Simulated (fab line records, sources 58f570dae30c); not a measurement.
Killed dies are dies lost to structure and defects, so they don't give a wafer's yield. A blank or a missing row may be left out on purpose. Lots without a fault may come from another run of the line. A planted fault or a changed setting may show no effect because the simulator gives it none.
fab line records | flow berkeley_cmos170
record lots=7 wafers=21 last_day=12
route steps=331 shown PVT@117 GATE@125 FIELD@126 PLDD@145 NLDD@158 M3@331
lots that met no fault: from a run of the same line without faults
start_h: hours from the record's first day to the start of the lot's first wafer shown | wait_h: hours since the lot's step before | " the same as in the row above | L1.1+2: a row that stands for several wafers | - no value, or no start given | * or withheld: withheld | < > ~ a bound
route shown NAME@n: a module of which the file shows steps, and the number in the route of the first | usual: mean/standard deviation of fault-free wafers | same: alike in all rows | chamber/n: place in a boat | sites: the reading at each site | _std_site: their standard deviation | _edge_site: outer sites' mean less inner sites' | radius_mm: how far each site lies from the wafer's centre | mask NAME#n: copy n | behind: the tool/chamber that last shaped the wafer | hold: why the lot was held/for how many hours/how that ended | device: the transistor (n, p or np) that didn't switch | end of line: the same wafers' tests at the end of the route | a step without rows: its recipe alone | killed: dies lost to structure and defects at the first sort, not the wafer's yield | map: a wafer's dies, x killed, . not, _ none there
set.NAME: the setting as run; set.NAME@STEP: as run at that earlier step | model.NAME: the simulator's own value behind a step, which no gauge read
lots at some steps of the route; a table a step, a row a wafer
services: from which hour (start_h, from the record's first day; less than 0 if before it) a tool's chamber was out of use, for how many hours, and why
## steps
# step UCB170_PVT_SOFTBAKE_02
# recipe resist=KrF temp_c=130 time_s=60
# step UCB170_PVT_EXPOSE_03
# recipe mask_id=NWELL target_cd_nm=3000 na=0.5 sigma_outer=0.6 source_shape=conventional dose_mj=30
# step UCB170_PVT_PEB_04
# recipe peb_temp_c=130 peb_time_s=withheld resist=KrF
# step UCB170_PVT_DEVELOP_05
# recipe developer=TMAH develop_time_s=45 resist=KrF dev_temp_c=21
# step UCB170_PVT_OVL_MEAS_06
# usual PVT_OVL=4/8.3
# columns lot.wafer tool chamber start_h wait_h PVT_OVL[nm]
L734.2 overlay-02 - 138.03 - -7
L734.3 " - " " 15
L734.5 " - " " 18
L737.2 overlay-01 - 146.11 - -4
L737.3 " - " " 6
L737.6 " - " " -4
L742.2 overlay-02 - 162.53 - 7
L742.5 " - " " 0
L742.6 " - " " 9
L741.1 overlay-02 - 165.02 - 9
L741.2 " - " " 0
L741.3 " - " " 10
L740.3 overlay-02 - 165.31 - 13
L740.5 " - " " 5
L740.6 " - " " 4
L750.1 overlay-01 - 222.31 - 1
L750.4 " - " " -1
L750.6 " - " " -1
L752.1 overlay-02 - 222.58 - -3
L752.4 " - " " 7
L752.5 " - " " -1
# step UCB170_PVT_IMPLANT_07
# recipe species=P dose_cm2=2e+12 energy_kev=30 tilt_deg=7
# step UCB170_PVT_STRIP_08
# recipe chemistry=O2 power_w=400 pressure_mtorr=3500 platen_temp_c=withheld o2_flow_sccm=400 overash_fraction=0.5
# usual drypump_motor_current_A=5.8/0.36 oes_product_au=0.734/0.0044 strip_time_to_endpoint_s=21.61/0.06
# columns lot.wafer tool chamber start_h wait_h drypump_motor_current_A oes_product_au rf_hours_counter_h strip_time_to_endpoint_s
L734.2 plasma_asher-01 0 138.28 0.1 6.2 0.741 33 21.63
L734.3 " 0 " " 6.2 0.732 - 21.63
L734.5 " 1 " " 5.5 0.739 - 21.61
L737.2 plasma_asher-04 1 146.29 0.1 5.5 0.734 43 21.73
L737.3 " 0 " " 6.4 0.740 - 21.64
L737.6 " 1 " " 5.5 0.732 - 21.71
L742.2 plasma_asher-01 1 162.71 0.1 5.4 0.732 36 21.61
L742.5 " 0 " " 6.2 0.732 - 21.68
L742.6 " 1 " " 5.5 0.729 - 21.59
L741.1 plasma_asher-01 1 165.21 0.1 5.5 0.738 36 21.68
L741.2 " 0 " " 6.2 0.738 36 21.71
L741.3 " 1 " " 5.5 0.730 - 21.68
L740.3 plasma_asher-01 1 165.52 0.1 5.5 0.737 - 21.63
L740.5 " 0 " " 6.2 0.734 - 21.58
L740.6 " 1 " " 5.5 0.733 - 21.57
L750.1 plasma_asher-01 0 222.49 0.1 6.2 0.728 42 21.55
L750.4 " 0 " " 6.2 0.735 - 21.62
L750.6 " 1 " " 5.5 0.737 - 21.51
L752.1 plasma_asher-04 0 222.77 0.1 6.4 0.741 51 21.60
L752.4 " 1 " " 5.5 0.731 - 21.54
L752.5 " 1 " " 5.5 0.726 - 21.55
# step UCB170_PVT_TW_MEAS_09
# usual PVT_TW=505/5.7
# columns lot.wafer tool chamber start_h wait_h PVT_TW
L734.2 film_metro-02 - 138.39 0.1 510
L734.3 " - " " 511
L734.5 " - " " 513
L737.2 film_metro-01 - 146.40 0.1 501
L737.3 " - " " 501
L737.6 " - " " 500
L742.2 film_metro-02 - 162.82 0.1 512
L742.5 " - " " 510
L742.6 " - " " 511
L741.1 film_metro-01 - 165.31 0.1 498
L741.2 " - " " 500
L741.3 " - " " 500
L740.3 film_metro-01 - 165.61 0.1 502
L740.5 " - " " 500
L740.6 " - " " 495
L750.1 film_metro-01 - 222.59 0.1 501
L750.4 " - " " 500
L750.6 " - " " 500
L752.1 film_metro-02 - 222.87 0.1 513
L752.4 " - " " 510
L752.5 " - " " 511
# step UCB170_GATE_WET_ETCH_00
# recipe chemistry=dHF dilution=25:1 target=SiO2 temp_c=25 time_s=200
# step UCB170_FIELD_THK_MEAS_91
# recipe reads=SiO2_of_FIELD_OXIDATION_01
# usual FIELD_OXIDE_LEFT_2_THK=356/8.8
# columns lot.wafer tool chamber start_h wait_h FIELD_OXIDE_LEFT_2_THK[nm]
L734.2 film_metro-01 - 138.84 0.0 339
L734.3 " - " " 342
L734.5 " - " " 352
L737.2 film_metro-04 - 146.52 0.0 357
L737.3 " - " " 349
L737.6 " - " " 359
L742.2 film_metro-04 - 163.06 0.0 348
L742.5 " - " " 347
L742.6 " - " " 350
L741.1 film_metro-02 - 165.44 0.0 361
L741.2 " - " " 363
L741.3 " - " " 358
L740.3 film_metro-04 - 165.81 0.0 360
L740.5 " - " " 365
L740.6 " - " " 366
L750.1 film_metro-04 - 222.72 0.0 348
L750.4 " - " " 348
L750.6 " - " " 345
L752.1 film_metro-01 - 222.99 0.0 370
L752.4 " - " " 366
L752.5 " - " " 369
# step UCB170_GATE_OXIDATION_01
# recipe temp_c=850 ambient=O2 target_thk_a=66 ox_time_s=1800
# step UCB170_GATE_THK_MEAS_02
# recipe reads=SiO2_of_GATE_OXIDATION_01
# usual GATE_OXIDE_THK=6.64/0.11
# columns lot.wafer tool chamber start_h wait_h GATE_OXIDE_THK[nm]
L734.2 film_metro-04 - 143.31 0.1 6.63
L734.3 " - " " 6.62
L734.5 " - " " 6.70
L737.2 film_metro-04 - 153.09 0.0 6.59
L737.3 " - " " 6.54
L737.6 " - " " 6.49
L741.1 film_metro-04 - 169.06 0.0 6.80
L741.2 " - " " 6.67
L741.3 " - " " 6.84
L742.2 film_metro-03 - 169.07 0.0 6.65
L742.5 " - " " 6.58
L742.6 " - " " 6.73
L740.3 film_metro-01 - 169.08 0.0 6.57
L740.5 " - " " 6.59
L740.6 " - " " 6.64
L750.1 film_metro-04 - 228.85 0.0 6.61
L750.4 " - " " 6.58
L750.6 " - " " 6.55
L752.1 film_metro-01 - 228.85 0.0 6.61
L752.4 " - " " 6.62
L752.5 " - " " 6.59
# step UCB170_GATE_ANNEAL_03
# recipe temp_c=900 time_s=1800 ambient=N2
# usual spike_tc_load_C=927/3.6
# columns lot.wafer tool chamber start_h wait_h spike_tc_load_C
L734.2 furnace-02 0 147.42 4.1 931
L734.3 " 0 " " 930
L734.5 " 0 " " 930
L737.2 furnace-04 0 156.28 3.2 925
L737.3 " 0 " " 921
L737.6 " 0 " " 925
L740.3 furnace-04 0 173.81 4.7 922
L740.5 " 0 " " 923
L740.6 " 0 " " 922
L741.1 furnace-04 0 173.81 4.7 925
L741.2 " 0 " " 925
L741.3 " 0 " " 923
L742.2 furnace-04 0 173.81 4.7 923
L742.5 " 0 " " 925
L742.6 " 0 " " 923
L750.1 furnace-02 0 233.14 4.3 932
L750.4 " 0 " " 931
L750.6 " 0 " " 931
L752.1 furnace-02 0 233.14 4.3 931
L752.4 " 0 " " 931
L752.5 " 0 " " 930
# step UCB170_GATE_CVD_04
# recipe material=poly-Si temp_c=610 precursor=SiH4 time_s=1440 pressure_mtorr=375 target_thk_nm=214 sih4_flow_sccm=120
# step UCB170_GATE_THK_MEAS_05
# recipe reads=poly-Si_of_GATE_CVD_04
# usual GATE_POLY_THK=213.9/2.1
# columns lot.wafer tool chamber start_h wait_h GATE_POLY_THK[nm]
L734.2 film_metro-04 - 151.40 0.0 212.5
L734.3 " - " " 214.3
L734.5 " - " " 215.1
L737.2 film_metro-03 - 159.60 0.0 212.7
L737.3 " - " " 213.7
L737.6 " - " " 214.5
L741.1 film_metro-03 - 178.79 0.0 212.9
L741.2 " - " " 212.1
L741.3 " - " " 214.3
L742.2 film_metro-04 - 178.80 0.0 213.0
L742.5 " - " " 212.1
L742.6 " - " " 213.3
L740.3 film_metro-01 - 178.81 0.0 211.4
L740.5 " - " " 211.5
L740.6 " - " " 211.4
L750.1 film_metro-03 - 236.04 0.0 216.7
L750.4 " - " " 216.5
L750.6 " - " " 219.3
L752.1 film_metro-04 - 236.04 0.0 213.5
L752.4 " - " " 212.4
L752.5 " - " " 215.9
# step UCB170_GATE_COAT_06
# recipe resist=BARC temp_c=withheld time_s=withheld spin_rpm=3000 resist_thk_nm=withheld
# step UCB170_GATE_COAT_07
# recipe resist=KrF spin_rpm=1500 resist_thk_nm=900
# step UCB170_GATE_SOFTBAKE_08
# recipe resist=KrF temp_c=130 time_s=60
# step UCB170_GATE_EXPOSE_09
# recipe mask_id=POLY target_cd_nm=350 na=0.5 sigma_outer=0.6 source_shape=conventional dose_mj=21
# step UCB170_GATE_PEB_10
# recipe peb_temp_c=130 peb_time_s=withheld resist=KrF
# step UCB170_GATE_DEVELOP_11
# recipe developer=TMAH develop_time_s=45 resist=KrF dev_temp_c=21
# step UCB170_GATE_CD_MEAS_12
# recipe target_cd_nm=350
# usual cd_nm=349.3/1.6
# columns lot.wafer tool chamber start_h wait_h cd_nm
L734.2 cd_sem-02 - 152.44 - 347.3
L734.3 " - " " 348.0
L734.5 " - " " 348.2
L737.2 cd_sem-02 - 161.11 - 349.8
L737.3 " - " " 347.0
L737.6 " - " " 348.1
L742.2 cd_sem-02 - 180.15 - 347.6
L742.5 " - " " 347.3
L742.6 " - " " 348.1
L741.1 cd_sem-01 - 180.29 - 349.4
L741.2 " - " " 349.3
L741.3 " - " " 351.2
L740.3 cd_sem-02 - 180.44 - 350.5
L740.5 " - " " 350.1
L740.6 " - " " 349.9
L750.1 cd_sem-01 - 236.94 - 350.5
L750.4 " - " " 349.5
L750.6 " - " " 351.6
L752.1 cd_sem-02 - 237.22 - 353.9
L752.4 " - " " 351.9
L752.5 " - " " 355.0
# step UCB170_GATE_OVL_MEAS_13
# usual GATE_OVL=1/4.5
# columns lot.wafer tool chamber start_h wait_h GATE_OVL[nm]
L734.2 overlay-02 - 152.55 0.1 -3
L734.3 " - " " 3
L734.5 " - " " 1
L737.2 overlay-02 - 161.21 0.1 -6
L737.3 " - " " -1
L737.6 " - " " 3
L742.2 overlay-01 - 180.25 0.1 5
L742.5 " - " " 1
L742.6 " - " " 5
L741.1 overlay-01 - 180.41 0.1 1
L741.2 " - " " 2
L741.3 " - " " 0
L740.3 overlay-02 - 180.54 0.1 -8
L740.5 " - " " -1
L740.6 " - " " -6
L750.1 overlay-01 - 237.06 0.1 0
L750.4 " - " " -2
L750.6 " - " " 0
L752.1 overlay-02 - 237.34 0.1 -2
L752.4 " - " " 12
L752.5 " - " " 1
# step UCB170_GATE_ETCH_14
# recipe chemistry=N2/H2 target_depth_a=withheld overetch_a=withheld target=BARC time_s=withheld source_w=500 bias_w=100 pressure_mtorr=30 n2_flow_sccm=100 h2_flow_sccm=200
# usual drypump_motor_current_A=5.7/0.49 oes_product_au=1.004/0.021 throttle_valve_pct=13.36/0.16
# columns lot.wafer tool chamber start_h wait_h drypump_motor_current_A oes_product_au throttle_valve_pct
L734.2 rie_diel-03 3 152.58 0.0 5.8 1.013 13.60
L734.3 " 1 " " 5.1 0.981 13.48
L734.5 " 3 " " 5.8 1.006 13.61
L737.2 rie_diel-03 3 161.24 0.0 5.8 1.025 13.60
L737.3 " 0 " " 6.3 0.981 13.29
L737.6 " 1 " " 5.1 0.988 13.47
L742.2 rie_diel-01 0 180.28 0.0 6.1 1.000 13.35
L742.5 " 1 " " 5.8 1.025 13.34
L742.6 " 0 " " 6.1 1.001 13.36
L741.1 rie_diel-03 2 180.44 0.0 5.3 0.981 13.35
L741.2 " 0 " " 6.4 0.981 13.31
L741.3 " 3 " " 5.8 1.011 13.58
L740.3 rie_diel-01 1 180.56 0.0 5.8 1.032 13.34
L740.5 " 3 " " 5.3 1.011 13.22
L740.6 " 2 " " 5.5 1.016 13.06
L750.1 rie_diel-03 1 237.10 0.0 5.1 0.986 13.49
L750.4 " 2 " " 5.3 0.990 13.36
L750.6 " 1 " " 5.1 0.989 13.48
L752.1 rie_diel-01 1 237.37 0.0 5.8 1.027 13.35
L752.4 " 0 " " 6.1 0.984 13.35
L752.5 " 2 " " 5.5 1.022 13.04
# step UCB170_GATE_ETCH_15
# recipe chemistry=HBr/Cl2 target=poly-Si stop_on=SiO2 over_etch_frac=0.3 icp_w=300 bias_w=150 time_s=56.3 pressure_mtorr=15 HBr_flow_sccm=150 Cl2_flow_sccm=50 target_depth_a=2782
# usual drypump_motor_current_A=5.6/0.49 oes_product_au=0.831/0.016 throttle_valve_pct=26.24/0.24
# columns lot.wafer tool chamber start_h wait_h drypump_motor_current_A oes_product_au rf_hours_counter_h throttle_valve_pct
L734.2 rie_si-01 0 152.62 - 6.3 0.832 1 26.27
L734.3 " 1 " " 5.8 0.812 117 26.30
L734.5 " 0 " " 6.3 0.849 - 26.27
L737.2 rie_si-02 1 161.29 - 5.4 0.827 86 26.31
L737.3 " 0 " " 6.4 0.844 34 26.03
L737.6 " 1 " " 5.4 0.824 - 26.32
L742.2 rie_si-01 2 180.33 - 5.1 0.835 0 26.13
L742.5 " 0 " " 6.3 0.836 - 26.27
L742.6 " 1 " " 5.8 0.807 - 26.29
L741.1 rie_si-02 2 180.49 - 5.4 0.806 0 26.83
L741.2 " 3 " " 5.1 0.832 2 26.12
L741.3 " 1 " " 5.4 0.832 86 26.32
L740.3 rie_si-01 3 180.60 - 5.3 0.820 39 26.00
L740.5 " 3 " " 5.3 0.823 - 26.02
L740.6 " 0 " " 6.3 0.835 - 26.27
L750.1 rie_si-01 3 237.14 - 5.3 0.827 39 26.03
L750.4 " 1 " " 5.8 0.814 0 26.31
L750.6 " 2 " " 5.0 0.856 - 26.10
L752.1 rie_si-02 1 237.41 - 5.4 0.834 87 26.31
L752.4 " 3 " " 5.1 0.834 2 26.10
L752.5 " 0 " " 6.4 0.853 - 26.04
# step UCB170_GATE_STRIP_16
# recipe chemistry=O2 power_w=400 pressure_mtorr=3500 platen_temp_c=withheld o2_flow_sccm=400 overash_fraction=0.5
# usual drypump_motor_current_A=5.9/0.36 oes_product_au=0.724/0.0042
# columns lot.wafer tool chamber start_h wait_h drypump_motor_current_A oes_product_au rf_hours_counter_h
L734.2 plasma_asher-01 1 152.67 0.0 5.5 0.722 35
L734.3 " 1 " " 5.5 0.726 -
L734.5 " 1 " " 5.5 0.725 -
L737.2 plasma_asher-03 0 161.33 0.0 5.9 0.726 5
L737.3 " 0 " " 5.9 0.720 -
L737.6 " 1 " " 5.5 0.723 -
L742.2 plasma_asher-02 1 180.37 0.0 6.2 0.725 47
L742.5 " 1 " " 6.1 0.727 -
L742.6 " 0 " " 6.4 0.724 -
L741.1 plasma_asher-03 1 180.53 0.0 5.5 0.722 7
L741.2 " 0 " " 5.9 0.723 7
L741.3 " 0 " " 5.8 0.736 -
L740.3 plasma_asher-01 0 180.68 0.1 6.2 0.720 -
L740.5 " 1 " " 5.5 0.730 -
L740.6 " 0 " " 6.2 0.726 -
L750.1 plasma_asher-03 1 237.19 0.0 5.5 0.722 12
L750.4 " 0 " " 5.8 0.716 -
L750.6 " 0 " " 5.8 0.726 -
L752.1 plasma_asher-01 0 237.46 0.0 6.2 0.732 44
L752.4 " 0 " " 6.2 0.724 -
L752.5 " 1 " " 5.5 0.732 -
# step UCB170_GATE_CD_MEAS_90
# recipe target_cd_nm=350
# usual cd_nm=349.3/1.6
# columns lot.wafer tool chamber start_h wait_h cd_nm
L734.2 cd_sem-02 - 152.80 0.1 347.1
L734.3 " - " " 347.7
L734.5 " - " " 348.7
L737.2 cd_sem-02 - 161.45 0.1 350.7
L737.3 " - " " 347.2
L737.6 " - " " 348.7
L742.2 cd_sem-02 - 180.54 0.1 347.5
L742.5 " - " " 347.5
L742.6 " - " " 347.1
L741.1 cd_sem-01 - 180.63 0.1 348.9
L741.2 " - " " 350.2
L741.3 " - " " 352.2
L740.3 cd_sem-01 - 180.79 0.1 351.1
L740.5 " - " " 350.7
L740.6 " - " " 349.7
L750.1 cd_sem-02 - 237.34 0.1 350.6
L750.4 " - " " 349.8
L750.6 " - " " 351.8
L752.1 cd_sem-01 - 237.56 0.1 353.4
L752.4 " - " " 351.1
L752.5 " - " " 354.5
# step UCB170_GATE_CLEAN_17
# recipe chemistry=SPM temp_c=120 time_s=600
# step UCB170_PLDD_HMDS_00
# recipe prime_time_s=60 prime_temp_c=100
# step UCB170_PLDD_COAT_01
# recipe resist=KrF spin_rpm=1500 resist_thk_nm=900
# step UCB170_PLDD_SOFTBAKE_02
# recipe resist=KrF temp_c=130 time_s=60
# step UCB170_PLDD_EXPOSE_03
# recipe mask_id=PSELECT na=0.5 sigma_outer=0.6 source_shape=conventional target_cd_nm=1200 dose_mj=30
# step UCB170_PLDD_PEB_04
# recipe peb_temp_c=130 peb_time_s=withheld resist=KrF
# step UCB170_PLDD_DEVELOP_05
# recipe developer=TMAH develop_time_s=45 resist=KrF dev_temp_c=21
# step UCB170_PLDD_CD_MEAS_06
# recipe target_cd_nm=1200
# usual cd_nm=1200.3/1.5
# columns lot.wafer tool chamber start_h wait_h cd_nm
L734.2 cd_sem-02 - 154.00 - 1199.9
L734.3 " - " " 1199.0
L734.5 " - " " 1200.3
L737.2 cd_sem-02 - 162.91 - 1200.1
L737.3 " - " " 1200.3
L737.6 " - " " 1201.4
L742.2 cd_sem-02 - 181.71 - 1200.0
L742.5 " - " " 1199.8
L742.6 " - " " 1198.3
L741.1 cd_sem-02 - 181.99 - 1200.5
L741.2 " - " " 1200.3
L741.3 " - " " 1201.1
L740.3 cd_sem-01 - 182.45 - 1202.6
L740.5 " - " " 1202.1
L740.6 " - " " 1201.5
L750.1 cd_sem-02 - 238.79 - 1200.4
L750.4 " - " " 1200.4
L750.6 " - " " 1203.2
L752.1 cd_sem-01 - 238.91 - 1201.0
L752.4 " - " " 1201.2
L752.5 " - " " 1200.0
# step UCB170_PLDD_OVL_MEAS_07
# usual PLDD_OVL=-2/5.9
# columns lot.wafer tool chamber start_h wait_h PLDD_OVL[nm]
L734.2 overlay-02 - 154.10 0.1 -3
L734.3 " - " " -2
L734.5 " - " " -9
L737.2 overlay-01 - 163.01 0.1 1
L737.3 " - " " -1
L737.6 " - " " -5
L742.2 overlay-01 - 181.81 0.1 -4
L742.5 " - " " -7
L742.6 " - " " -2
L741.1 overlay-02 - 182.11 0.1 -2
L741.2 " - " " -2
L741.3 " - " " 3
L740.3 overlay-02 - 182.55 0.1 5
L740.5 " - " " 5
L740.6 " - " " -1
L750.1 overlay-01 - 238.91 0.1 -4
L750.4 " - " " -2
L750.6 " - " " -4
L752.1 overlay-02 - 239.03 0.1 -6
L752.4 " - " " -6
L752.5 " - " " -4
# step UCB170_PLDD_IMPLANT_08
# recipe species=BF2 dose_cm2=5e+13 energy_kev=10 tilt_deg=7 rotation_deg=0
# step UCB170_PLDD_IMPLANT_09
# recipe species=BF2 dose_cm2=5e+13 energy_kev=10 tilt_deg=7 rotation_deg=180
# step UCB170_PLDD_STRIP_10
# recipe chemistry=O2 power_w=400 pressure_mtorr=3500 platen_temp_c=withheld o2_flow_sccm=400 overash_fraction=0.5
# usual drypump_motor_current_A=5.9/0.38 oes_product_au=0.735/0.0044 strip_time_to_endpoint_s=21.62/0.058
# columns lot.wafer tool chamber start_h wait_h drypump_motor_current_A oes_product_au rf_hours_counter_h strip_time_to_endpoint_s
L734.2 plasma_asher-02 1 154.43 0.1 6.1 0.736 45 21.67
L734.3 " 1 " " 6.1 0.730 - 21.70
L734.5 " 0 " " 6.4 0.740 - 21.59
L737.2 plasma_asher-03 0 163.34 0.1 5.9 0.742 6 21.69
L737.3 " 0 " " 5.9 0.736 - 21.67
L737.6 " 0 " " 5.9 0.737 - 21.70
L742.2 plasma_asher-03 1 182.14 0.1 5.5 0.731 7 21.54
L742.5 " 0 " " 5.9 0.740 - 21.60
L742.6 " 1 " " 5.5 0.735 - 21.62
L741.1 plasma_asher-04 0 182.45 0.1 6.4 0.740 47 21.57
L741.2 " 1 " " 5.5 0.736 47 21.58
L741.3 " 0 " " 6.4 0.736 - 21.58
L740.3 plasma_asher-03 0 182.90 0.1 5.8 0.733 - 21.60
L740.5 " 0 " " 5.9 0.729 - 21.63
L740.6 " 1 " " 5.5 0.735 - 21.60
L750.1 plasma_asher-03 1 239.24 0.1 5.5 0.737 12 21.63
L750.4 " 0 " " 5.9 0.741 - 21.64
L750.6 " 1 " " 5.4 0.730 - 21.62
L752.1 plasma_asher-04 1 239.37 0.1 5.5 0.739 53 21.55
L752.4 " 0 " " 6.4 0.731 - 21.53
L752.5 " 1 " " 5.5 0.744 - 21.58
# step UCB170_PLDD_TW_MEAS_11
# usual PLDD_TW=1010/9.5
# columns lot.wafer tool chamber start_h wait_h PLDD_TW
L734.2 film_metro-02 - 154.54 0.1 1016
L734.3 " - " " 1019
L734.5 " - " " 1014
L737.2 film_metro-03 - 163.45 0.1 1011
L737.3 " - " " 1005
L737.6 " - " " 1011
L742.2 film_metro-04 - 182.25 0.1 998
L742.5 " - " " 1001
L742.6 " - " " 999
L741.1 film_metro-04 - 182.55 0.1 1005
L741.2 " - " " 1002
L741.3 " - " " 1005
L740.3 film_metro-02 - 182.99 0.1 1012
L740.5 " - " " 1015
L740.6 " - " " 1014
L750.1 film_metro-03 - 239.34 0.1 1010
L750.4 " - " " 1010
L750.6 " - " " 1014
L752.1 film_metro-04 - 239.47 0.1 1001
L752.4 " - " " 994
L752.5 " - " " 995
# step UCB170_PLDD_CLEAN_12
# recipe chemistry=SPM temp_c=120 time_s=600
# step UCB170_NLDD_HMDS_00
# recipe prime_time_s=60 prime_temp_c=100
# step UCB170_M3_PROBE_99
# columns lot.wafer tool chamber start_h wait_h model.etest.diode_nwell_sub.leak_log10_a_cm2 model.etest.diode_nplus_pwell.leak_log10_a_cm2 model.etest.contact_diode_array.leak_log10_a model.etest.diode_nplus_comb.leak_log10_a_cm2 model.etest.diode_pplus_nwell.leak_log10_a_cm2 model.etest.diode_pplus_comb.leak_log10_a_cm2 model.etest.select_edge_diode_n.leak_log10_a model.etest.select_edge_diode_p.leak_log10_a
L734.2 prober-02 - 190.00 0.1 -7.512 -7.703 -11.53 -7.424 -7.801 -7.518 -12.08 -12.3
L734.3 prober-02 - 190.05 0.2 -7.435 -7.605 -11.39 -7.515 -7.559 -7.353 -11.95 -12.16
L734.5 prober-02 - 190.15 0.2 -7.249 -7.947 -11.65 -7.466 -7.597 -7.175 -12.08 -12.02
L737.2 prober-02 - 199.89 0.1 -7.368 -7.985 -11.74 -7.586 -7.482 -7.224 -12.19 -12.18
L737.3 prober-02 - 199.94 0.2 -7.517 -7.755 -11.53 -7.409 -7.448 -7.306 -12.04 -12.17
L737.6 prober-02 - 200.09 0.2 -7.147 -7.938 -11.72 -7.671 -7.224 -7.19 -12.39 -12.02
L740.3 prober-02 - 218.17 0.2 -5.9 -6.626 -10.73 -6.874 -6.677 -6.703 -11.58 -11.74
L740.5 prober-02 - 218.27 0.2 -6.41 -6.725 -10.74 -6.78 -6.531 -6.861 -11.49 -11.74
L740.6 prober-02 - 218.32 0.2 -6.19 -6.739 -10.64 -6.904 -6.589 -6.76 -11.68 -11.82
L741.1 prober-01 - 218.47 0.1 -6.291 -6.848 -10.69 -6.859 -6.984 -6.742 -11.56 -11.62
L741.2 prober-01 - 218.52 0.1 -6.15 -6.863 -10.99 -6.837 -6.69 -6.541 -11.68 -11.7
L741.3 prober-01 - 218.57 0.2 -6.236 -6.766 -10.67 -6.88 -6.763 -6.636 -11.58 -11.52
L742.2 prober-02 - 219.15 0.1 -5.759 -6.731 -10.7 -6.703 -6.728 -6.602 -11.46 -11.62
L742.5 prober-02 - 219.30 0.2 -6.24 -6.794 -10.58 -6.673 -6.829 -6.92 -11.53 -11.88
L742.6 prober-02 - 219.35 0.2 -6.405 -6.627 -10.7 -6.654 -6.769 -7.12 -11.57 -12.03
L750.1 prober-01 - 275.20 0.1 -7.617 -7.343 -11.38 -7.611 -7.235 -7.268 -12.15 -12.06
L750.4 prober-01 - 275.35 0.2 -7.379 -7.726 -11.55 -7.717 -7.573 -7.612 -12.09 -12.37
L750.6 prober-01 - 275.45 0.2 -7.447 -7.899 -11.64 -7.313 -7.569 -7.257 -11.97 -12.1
L752.1 prober-01 - 276.26 0.1 -7.34 -7.74 -11.61 -7.503 -7.53 -7.034 -12.03 -12.02
L752.4 prober-01 - 276.41 0.2 -7.487 -7.747 -11.53 -7.497 -7.572 -7.108 -12.13 -11.89
L752.5 prober-01 - 276.46 0.2 -7.373 -7.854 -11.61 -7.676 -7.601 -7.199 -12.13 -11.93
# killed by level:class
L734.2 GATE:geometric_particle:short=2 WELLDRIVE:geometric_particle:open=1 V1:geometric_particle:open=1 M2:geometric_particle:short=1
L734.3 FIELD:geometric_particle:open=1 SPACER:geometric_particle:short=1 SPACER:geometric_particle:open=1 V1:geometric_particle:open=1
L734.5 SILICIDE:geometric_particle:short=2 FIELD:geometric_particle:open=1 GATE:geometric_particle:short=1 SPACER:geometric_particle:open=1 M1:geometric_particle:short=1
L737.2 FIELD:geometric_particle:short=1 GATE:geometric_particle:short=1 GATE:geometric_particle:open=1 SILICIDE:geometric_particle:short=1 V2:geometric_particle:open=1 ACTIVE:area_etch=1
L737.3 FIELD:geometric_particle:open=1 GATE:geometric_particle:short=1 SPACER:geometric_particle:short=1
L737.6 GATE:geometric_particle:short=3 M1:geometric_particle:short=1
L741.1 V1:geometric_particle:short=1 M3:geometric_particle:short=1
L741.2 GATE:geometric_particle:open=2 SACOX:geometric_particle:open=1 SCREENOX:geometric_particle:short=1 SPACER:geometric_particle:short=1
L741.3 SILICIDE:geometric_particle:open=1 M2:geometric_particle:short=1
L750.1 FIELD:geometric_particle:open=1
L750.4 WELLDRIVE:geometric_particle:short=1 GATE:geometric_particle:short=1 SPACER:geometric_particle:short=1 ACTIVE:area_etch=1
L750.6 WELLDRIVE:geometric_particle:open=1 GATE:geometric_particle:open=1 ACTIVE:area_etch=1
L752.1 M1:geometric_particle:open=1 V2:geometric_particle:open=1
L752.4 GATE:geometric_particle:short=1 SPACER:geometric_particle:open=1 V1:geometric_particle:short=1 M2:geometric_particle:short=1
L752.5 ACTIVE:area_etch=3 SILICIDE:geometric_particle:open=1 SILICIDE:geometric_particle:short=1 M1:geometric_particle:open=1
## services
# columns tool chamber start_h hours kind
plasma_asher-03 0 117.81 - clean
plasma_asher-03 1 117.81 - clean
plasma_asher-04 - 125.17 15.6 pm
rie_diel-01 3 156.14 8.5 repair
rie_si-01 1 185.19 - clean
rie_si-01 1 185.19 25.8 scheduled_down
rie_si-01 1 185.19 25.8 vent_cycle
furnace-04 - 195.11 3.4 pm
rie_diel-01 2 201.66 5.5 repair
rie_diel-01 0 215.21 3.0 repair
plasma_asher-03 - 218.62 8.3 repair
rie_diel-03 0 231.49 7.6 repair
plasma_asher-02 - 236.25 7.7 repair
## key
first_sign none at tools or gauges
model_effect step=UCB170_M3_PROBE_99 value=etest.diode_nwell_sub.leak_log10_a_cm2 without=-7.393 struck=-6.176
met_at UCB170_GATE_ANNEAL_03
struck_wafers L740.3,L740.5,L740.6,L741.1,L741.2,L741.3,L742.2,L742.5,L742.6
sort_left_out L740.3,L740.5,L740.6,L742.2,L742.5,L742.6
tester_left_out L740,L741,L742
onset_between 156.28 173.81
fault kind=metallic_contamination_source tool=furnace-04 chamber=- onset_h=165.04 steps=UCB170_GATE_ANNEAL_03 rate_cm2_per_visit=2e+12 species=metal_cu_cm2
# tester_left_out: of these lots the tester's yield and bins aren't shown, on N5 and GAA mostly nor the transistor test; their killed dies are dies lost to structure and defects alone, not to doping, threshold or leakage, so they don't give the yield
# sort_left_out: the simulated sort isn't trusted on such a fault, so these wafers' sort isn't shown, and their yield isn't known
